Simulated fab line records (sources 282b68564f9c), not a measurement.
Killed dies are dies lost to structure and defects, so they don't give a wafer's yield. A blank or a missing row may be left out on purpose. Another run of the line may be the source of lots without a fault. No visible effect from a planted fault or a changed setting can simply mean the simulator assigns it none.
Struck lot and sound lot, side by side || flow rit-cmos || 21 steps out of a route of 202
Sound: wafers L304.1, L304.3, L304.4. Wafers struck: L299.2, L299.3, L299.5. At the end, the cause is stated.
Per side, at each step with rows, come the tool, then ch with its chambers, and then its first start. Under that, the readings that differ: sound wafers || struck wafers || difference of the means || sigmas: that difference in standard deviations of wafers without a fault.
alike: words and numbers the same on both sides, and readings whose means are apart by under 2 such deviations; not compared: readings that were withheld, readings missing a value for some wafer, numbers with overlapping values and no deviation given by the record, and bounds like >300 which may hide the same value.
A row with sigmas, a row that says differs or no value, or rows on one side alone: a step with any of these is where the two part. Numbers that don't overlap but have no deviation are shown without sigmas and don't part them. A reading that every wafer of one side lacks parts them only if that side has two wafers or more.

first, 3 steps without rows for these wafers: RIT_GATE_CLEAN_02 (cleans in dHF, time 30 s); RIT_GATE_CLEAN_03 (cleans in SC2, time 600 s); RIT_GATE_CLEAN_04 (cleans in dHF, time 60 s).
RIT_FOX2_THK_MEAS_91:
  sound: film-metro-03 at day 4 05:20; struck: film-metro-03 at day 3 03:34
  alike: FIELD_OXIDE_LEFT_2_THK
then, 2 steps without rows for these wafers: RIT_GATE_OXIDATION_05 (target thk 3 nm, ox time 270 s); RIT_GATE_ANNEAL_06 (time 600 s).
RIT_GATE_THK_MEAS_07:
  sound: film-metro-02 at day 4 09:30; struck: film-metro-03 at day 3 04:56
{"reading": "GATE_OXIDE_THK (nm)", "sound": "2.98 2.99 3.03", "struck": "2.81 2.88 2.85", "difference": -0.15, "sigmas": -2}
then, 1 step without rows for these wafers: RIT_GATE_CVD_08 (deposits poly-Si from SiH4, target thk 250 nm, time 2220 s).
RIT_GATE_THK_MEAS_09:
  sound: film-metro-03 at day 4 11:11; struck: film-metro-02 at day 3 06:37
  alike: GATE_POLY_THK
then, 3 steps without rows for these wafers: RIT_GATE_HMDS_10 (prime time 60 s); RIT_GATE_COAT_11 (resist thk 850 nm); RIT_GATE_SOFTBAKE_12 (time 60 s).
RIT_GATE_EXPOSE_13: exposes mask M6, target cd 150 nm.
  sound on iline-stepper-02 ch 0, day 4 11:41; struck on iline-stepper-01 ch 0, day 3 07:16
{"reading": "mask", "sound": "M6#0 M6#0 M6#0", "struck": "M6_R1#0 M6_R1#0 M6_R1#0", "difference": "differs", "sigmas": ""}
then, 2 steps without rows for these wafers: RIT_GATE_PEB_14; RIT_GATE_DEVELOP_15 (develop time 50 s).
RIT_GATE_CD_MEAS_16: target cd 150 nm.
  sound: cd-sem-01 at day 4 12:08; struck: cd-sem-01 at day 3 07:40
{"reading": "cd-nm (nm)", "sound": "147.2 147.3 148.6", "struck": "166.0 163.9 163.6", "difference": "+16.8", "sigmas": "+8"}
RIT_GATE_OVL_MEAS_17:
  sound: overlay-01 at day 4 12:15; struck: overlay-02 at day 3 07:46
  alike: GATE_OVL
then, 1 step without rows for these wafers: RIT_GATE_HARDBAKE_18 (time 60 s).
RIT_GATE_ETCH_19: etches poly-Si in SF6/CHF3/O2, stops on SiO2, time 165 s, target depth 312.5 nm.
  sound on rie-si-01 ch 0,1,2, day 4 12:33; struck on rie-si-02 ch 1,3, day 3 07:57
{"reading": "model.GATE.cd-nm (nm)", "sound": "147.3 147.4 148.9", "struck": "166.3 163.9 163.6", "difference": "+16.7", "sigmas": ""}
  alike: chamber-pressure-mTorr, drypump-motor-current-A, oes-product-au, throttle-valve-pct
  not compared: rf-hours-counter-h
RIT_GATE_STRIP_20: strips in O2, time 180 s.
  sound on plasma-asher-01 ch 0,1, day 4 12:40; struck on plasma-asher-04 ch 0, day 3 08:04
  alike: chamber-pressure-mTorr, drypump-motor-current-A
  not compared: rf-hours-counter-h
RIT_M1_PROBE_99:
  sound: prober-01 at day 6 07:36; struck: prober-02 at day 4 06:45
{"reading": "killed-on-rim", "sound": "1 1 4", "struck": "6 6 4", "difference": "+3", "sigmas": "+3"}
  alike: killed-at-contacts, killed-at-front-end, killed-dies, killed-open, killed-short

## WHERE THEY PART
Last at RIT_M1_PROBE_99 as far as this record goes, first at RIT_GATE_THK_MEAS_07.

WHY: whatever the simulator had introduced
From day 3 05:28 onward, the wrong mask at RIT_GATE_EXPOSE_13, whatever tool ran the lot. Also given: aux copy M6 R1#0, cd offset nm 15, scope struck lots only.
